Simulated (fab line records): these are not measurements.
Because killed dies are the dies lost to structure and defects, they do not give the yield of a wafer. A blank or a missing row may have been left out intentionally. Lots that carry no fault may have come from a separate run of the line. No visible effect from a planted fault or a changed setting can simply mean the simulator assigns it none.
fab line records || flow ritCmos
[record] {"lots": 14, "wafers": 42, "lastDay": 7}
route steps=202 shown NSD@133 M1@202
lots with no fault: from the same line, run without faults
startH: hours from the record's first day to the start of the lot's first wafer shown || waitH: how many hours have passed since the lot's step before this one || " the same as in the row above || L1.1+2: a row that stands for several wafers || - no value, or no start was given || * or withheld: withheld || < > ~ a bound
route shown NAME@n: names a module that has steps shown in the file, with the first one's number in the route || usual: mean and standard deviation over wafers with no fault || same: alike in all rows || chamber/n: place in a boat || sites: the reading at each site || _std_site: their standard deviation || _edge_site: the outer-site mean with the inner-site mean subtracted || radiusMm: how far each site lies from the wafer's centre || mask NAME#n: copy n || behind: tool/chamber where the wafer was last shaped || hold: the reason the lot was held/the length of the hold in hours/how it ended || device: the n, p or np transistor that did not switch || end of line: the tests these same wafers got at the end of their route || a step without rows: its recipe alone || killed: dies lost to structure and defects at the first sort, not the wafer's yield || map: a wafer's dies, x killed, . not, _ none there
set.NAME: the setting as run; set.NAME@STEP: as run at that earlier step || model.NAME: the simulator's own value behind a step, which no gauge read
the route's steps for a sample of lots (tables are steps, rows are wafers)
[[steps]]
[step RIT_NSD_SOFTBAKE_02]
[recipe] {"resist": "NOVOLAK", "tempC": 90, "timeS": 60}
[usual] {"runLengthS": "89.08/0.29"}
{"lot.wafer": "L266.4", "tool": "lithoTrack-02", "chamber": 0, "startH": 48.41, "waitH": 0.1, "runLengthS": 89.24}
{"lot.wafer": "L266.5", "tool": "lithoTrack-02", "chamber": 0, "startH": 48.41, "waitH": 0.1, "runLengthS": 89.38}
{"lot.wafer": "L266.6", "tool": "lithoTrack-02", "chamber": 0, "startH": 48.41, "waitH": 0.1, "runLengthS": 89.43}
{"lot.wafer": "L267.2", "tool": "lithoTrack-02", "chamber": 0, "startH": 51.62, "waitH": 0.1, "runLengthS": 89.31}
{"lot.wafer": "L267.3", "tool": "lithoTrack-02", "chamber": 0, "startH": 51.62, "waitH": 0.1, "runLengthS": 89.39}
{"lot.wafer": "L267.4", "tool": "lithoTrack-02", "chamber": 0, "startH": 51.62, "waitH": 0.1, "runLengthS": 89.28}
{"lot.wafer": "L268.2", "tool": "lithoTrack-03", "chamber": 0, "startH": 57.32, "waitH": 0.1, "runLengthS": 88.73}
{"lot.wafer": "L268.3", "tool": "lithoTrack-03", "chamber": 0, "startH": 57.32, "waitH": 0.1, "runLengthS": 88.81}
{"lot.wafer": "L268.4", "tool": "lithoTrack-03", "chamber": 0, "startH": 57.32, "waitH": 0.1, "runLengthS": 88.85}
{"lot.wafer": "L269.4", "tool": "lithoTrack-03", "chamber": 0, "startH": 63.30, "waitH": 0.1, "runLengthS": 88.75}
{"lot.wafer": "L269.5", "tool": "lithoTrack-03", "chamber": 0, "startH": 63.30, "waitH": 0.1, "runLengthS": 88.67}
{"lot.wafer": "L269.6", "tool": "lithoTrack-03", "chamber": 0, "startH": 63.30, "waitH": 0.1, "runLengthS": 88.71}
{"lot.wafer": "L271.2", "tool": "lithoTrack-02", "chamber": 0, "startH": 73.92, "waitH": 0.1, "runLengthS": 89.43}
{"lot.wafer": "L271.4", "tool": "lithoTrack-02", "chamber": 0, "startH": 73.92, "waitH": 0.1, "runLengthS": 89.30}
{"lot.wafer": "L271.5", "tool": "lithoTrack-02", "chamber": 0, "startH": 73.92, "waitH": 0.1, "runLengthS": 89.24}
{"lot.wafer": "L272.1", "tool": "lithoTrack-03", "chamber": 0, "startH": 78.55, "waitH": 0.1, "runLengthS": 88.88}
{"lot.wafer": "L272.3", "tool": "lithoTrack-03", "chamber": 0, "startH": 78.55, "waitH": 0.1, "runLengthS": 88.93}
{"lot.wafer": "L272.6", "tool": "lithoTrack-03", "chamber": 0, "startH": 78.55, "waitH": 0.1, "runLengthS": 88.69}
{"lot.wafer": "L276.1", "tool": "lithoTrack-02", "chamber": 0, "startH": 99.97, "waitH": 0.1, "runLengthS": 97.61}
{"lot.wafer": "L276.2", "tool": "lithoTrack-02", "chamber": 0, "startH": 99.97, "waitH": 0.1, "runLengthS": 97.52}
{"lot.wafer": "L276.4", "tool": "lithoTrack-02", "chamber": 0, "startH": 99.97, "waitH": 0.1, "runLengthS": 97.86}
{"lot.wafer": "L277.1", "tool": "lithoTrack-02", "chamber": 0, "startH": 102.62, "waitH": 0.1, "runLengthS": 97.50}
{"lot.wafer": "L277.5", "tool": "lithoTrack-02", "chamber": 0, "startH": 102.62, "waitH": 0.1, "runLengthS": 97.55}
{"lot.wafer": "L277.6", "tool": "lithoTrack-02", "chamber": 0, "startH": 102.62, "waitH": 0.1, "runLengthS": 97.56}
{"lot.wafer": "L278.2", "tool": "lithoTrack-01", "chamber": 0, "startH": 107.90, "waitH": 0.1, "runLengthS": 88.93}
{"lot.wafer": "L278.3", "tool": "lithoTrack-01", "chamber": 0, "startH": 107.90, "waitH": 0.1, "runLengthS": 88.91}
{"lot.wafer": "L278.6", "tool": "lithoTrack-01", "chamber": 0, "startH": 107.90, "waitH": 0.1, "runLengthS": 88.96}
{"lot.wafer": "L279.1", "tool": "lithoTrack-01", "chamber": 0, "startH": 112.48, "waitH": 0.1, "runLengthS": 89.04}
{"lot.wafer": "L279.2", "tool": "lithoTrack-01", "chamber": 0, "startH": 112.48, "waitH": 0.1, "runLengthS": 89.06}
{"lot.wafer": "L279.3", "tool": "lithoTrack-01", "chamber": 0, "startH": 112.48, "waitH": 0.1, "runLengthS": 88.90}
{"lot.wafer": "L280.2", "tool": "lithoTrack-01", "chamber": 0, "startH": 117.02, "waitH": 0.1, "runLengthS": 89.21}
{"lot.wafer": "L280.3", "tool": "lithoTrack-01", "chamber": 0, "startH": 117.02, "waitH": 0.1, "runLengthS": 88.99}
{"lot.wafer": "L280.6", "tool": "lithoTrack-01", "chamber": 0, "startH": 117.02, "waitH": 0.1, "runLengthS": 89.13}
{"lot.wafer": "L287.2", "tool": "lithoTrack-01", "chamber": 0, "startH": 151.82, "waitH": 0.1, "runLengthS": 89.08}
{"lot.wafer": "L287.4", "tool": "lithoTrack-01", "chamber": 0, "startH": 151.82, "waitH": 0.1, "runLengthS": 89.05}
{"lot.wafer": "L287.5", "tool": "lithoTrack-01", "chamber": 0, "startH": 151.82, "waitH": 0.1, "runLengthS": 88.87}
{"lot.wafer": "L288.3", "tool": "lithoTrack-03", "chamber": 0, "startH": 157.14, "waitH": 0.1, "runLengthS": 88.83}
{"lot.wafer": "L288.4", "tool": "lithoTrack-03", "chamber": 0, "startH": 157.14, "waitH": 0.1, "runLengthS": 88.96}
{"lot.wafer": "L288.5", "tool": "lithoTrack-03", "chamber": 0, "startH": 157.14, "waitH": 0.1, "runLengthS": 88.64}
{"lot.wafer": "L289.3", "tool": "lithoTrack-03", "chamber": 0, "startH": 161.05, "waitH": 0.1, "runLengthS": 88.99}
{"lot.wafer": "L289.4", "tool": "lithoTrack-03", "chamber": 0, "startH": 161.05, "waitH": 0.1, "runLengthS": 88.74}
{"lot.wafer": "L289.6", "tool": "lithoTrack-03", "chamber": 0, "startH": 161.05, "waitH": 0.1, "runLengthS": 88.67}
[step RIT_M1_PROBE_99]
[usual] {"killedAtContacts": "0.1/0.23", "killedAtFrontEnd": "7.3/2.9", "killedDies": "7.3/3", "killedOpen": "3.6/1.8", "killedShort": "3.7/2.1"}
[same] {"grossDies": 264, "killed_at_M0_to_M3": 0, "killed_at_M4_up": 0, "killedAtBackSide": 0, "killedAtOther": 0}
{"lot.wafer": "L266.4", "tool": "prober-02", "chamber": "-", "startH": 59.71, "waitH": 0.2, "killedAtContacts": 0, "killedAtFrontEnd": 5, "killedDies": 5, "killedOpen": 4, "killedShort": 1}
{"lot.wafer": "L266.5", "tool": "prober-02", "chamber": "-", "startH": 59.76, "waitH": 0.2, "killedAtContacts": 0, "killedAtFrontEnd": 12, "killedDies": 12, "killedOpen": 5, "killedShort": 7}
{"lot.wafer": "L266.6", "tool": "prober-02", "chamber": "-", "startH": 59.81, "waitH": 0.2, "killedAtContacts": 1, "killedAtFrontEnd": 9, "killedDies": 10, "killedOpen": 6, "killedShort": 4}
{"lot.wafer": "L269.4", "tool": "prober-01", "chamber": "-", "startH": 73.86, "waitH": 0.2, "killedAtContacts": 0, "killedAtFrontEnd": 9, "killedDies": 9, "killedOpen": 5, "killedShort": 4}
{"lot.wafer": "L269.5", "tool": "prober-01", "chamber": "-", "startH": 73.91, "waitH": 0.2, "killedAtContacts": 1, "killedAtFrontEnd": 6, "killedDies": 7, "killedOpen": 5, "killedShort": 2}
{"lot.wafer": "L269.6", "tool": "prober-01", "chamber": "-", "startH": 73.96, "waitH": 0.2, "killedAtContacts": 0, "killedAtFrontEnd": 3, "killedDies": 3, "killedOpen": 1, "killedShort": 2}
{"lot.wafer": "L288.3", "tool": "prober-02", "chamber": "-", "startH": 168.73, "waitH": 0.2, "killedAtContacts": 0, "killedAtFrontEnd": 9, "killedDies": 9, "killedOpen": 4, "killedShort": 5}
{"lot.wafer": "L288.4", "tool": "prober-02", "chamber": "-", "startH": 168.78, "waitH": 0.2, "killedAtContacts": 0, "killedAtFrontEnd": 8, "killedDies": 8, "killedOpen": 5, "killedShort": 3}
{"lot.wafer": "L288.5", "tool": "prober-02", "chamber": "-", "startH": 168.83, "waitH": 0.2, "killedAtContacts": 1, "killedAtFrontEnd": 8, "killedDies": 9, "killedOpen": 4, "killedShort": 4}
{"lot.wafer": "L289.3", "tool": "prober-01", "chamber": "-", "startH": 171.88, "waitH": 0.2, "killedAtContacts": 0, "killedAtFrontEnd": 13, "killedDies": 13, "killedOpen": 6, "killedShort": 5}
{"lot.wafer": "L289.4", "tool": "prober-01", "chamber": "-", "startH": 171.93, "waitH": 0.2, "killedAtContacts": 0, "killedAtFrontEnd": 8, "killedDies": 8, "killedOpen": 7, "killedShort": 1}
{"lot.wafer": "L289.6", "tool": "prober-01", "chamber": "-", "startH": 172.03, "waitH": 0.2, "killedAtContacts": 0, "killedAtFrontEnd": 5, "killedDies": 5, "killedOpen": 2, "killedShort": 3}
// killed by level:class
L266.4 GATE:geometricParticle:open=3 GATE:geometricParticle:short=1 SPACER:geometricParticle:open=1
L266.5 GATE:geometricParticle:short=4 FOX1:geometricParticle:short=2 GATE:geometricParticle:open=2 FOX1:geometricParticle:open=1 REOX:geometricParticle:short=1 SPACER:geometricParticle:open=1 SILICIDE:geometricParticle:open=1
L266.6 GATE:geometricParticle:open=4 GATE:geometricParticle:short=3 FOX2:geometricParticle:short=1 REOX:geometricParticle:open=1 CONTACT:geometricParticle:open=1
L269.4 FOX1:geometricParticle:open=3 REOX:geometricParticle:short=2 GATE:geometricParticle:short=1 REOX:geometricParticle:open=1 SILICIDE:geometricParticle:short=1 SILICIDE:geometricParticle:open=1
L269.5 FOX1:geometricParticle:open=1 FOX2:geometricParticle:open=1 GATE:geometricParticle:open=1 GATE:geometricParticle:short=1 SPACER:geometricParticle:open=1 SPACER:geometricParticle:short=1 CONTACT:geometricParticle:open=1
L269.6 GATE:geometricParticle:open=1 GATE:geometricParticle:short=1 SPACER:geometricParticle:short=1
L288.3 GATE:geometricParticle:open=3 REOX:geometricParticle:short=2 FOX1:geometricParticle:short=1 FOX2:geometricParticle:short=1 GATE:geometricParticle:short=1 SPACER:geometricParticle:open=1
L288.4 GATE:geometricParticle:open=3 SPACER:geometricParticle:short=2 SPACER:geometricParticle:open=2 GATE:geometricParticle:short=1
L288.5 GATE:geometricParticle:short=2 FOX2:geometricParticle:short=1 FOX2:geometricParticle:open=1 GATE:geometricParticle:open=1 SPACER:geometricParticle:open=1 SILICIDE:geometricParticle:short=1 SILICIDE:geometricParticle:open=1 CONTACT:coatMicrobubblePrinted=1
L289.3 GATE:geometricParticle:open=4 GATE:geometricParticle:short=4 NLDD:coatMicrobubblePrinted=2 FOX2:geometricParticle:open=1 REOX:geometricParticle:short=1 REOX:geometricParticle:open=1
L289.4 GATE:geometricParticle:open=4 FOX1:geometricParticle:short=1 FOX2:geometricParticle:open=1 REOX:geometricParticle:open=1 SPACER:geometricParticle:open=1
L289.6 GATE:geometricParticle:short=2 GATE:geometricParticle:open=2 REOX:geometricParticle:short=1
[[key]]
[firstSign] {"step": "RIT_NSD_SOFTBAKE_02", "reading": "runLengthS", "direction": "up", "sigmas": 30, "usual": "*", "struck": "*"}
effect none on later readings
metAt RIT_NSD_SOFTBAKE_02
struckLots L276,L277
testerLeftOut L276,L277
onsetBetween 73.92 99.97
[fault] {"kind": "processParameterDrift", "tool": "lithoTrack-02", "chamber": "-", "onsetH": 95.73, "steps": "RIT_NSD_SOFTBAKE_02", "channel": "timeS", "offset": "*", "shape": "step", "endH": 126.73, "actsIn": "*", "stated": "*"}
// testerLeftOut: of these lots the tester's yield and bins aren't shown, on N5 and GAA mostly nor the transistor test; their killed dies are dies lost to structure and defects alone, not to doping, threshold or leakage, so they don't give the yield
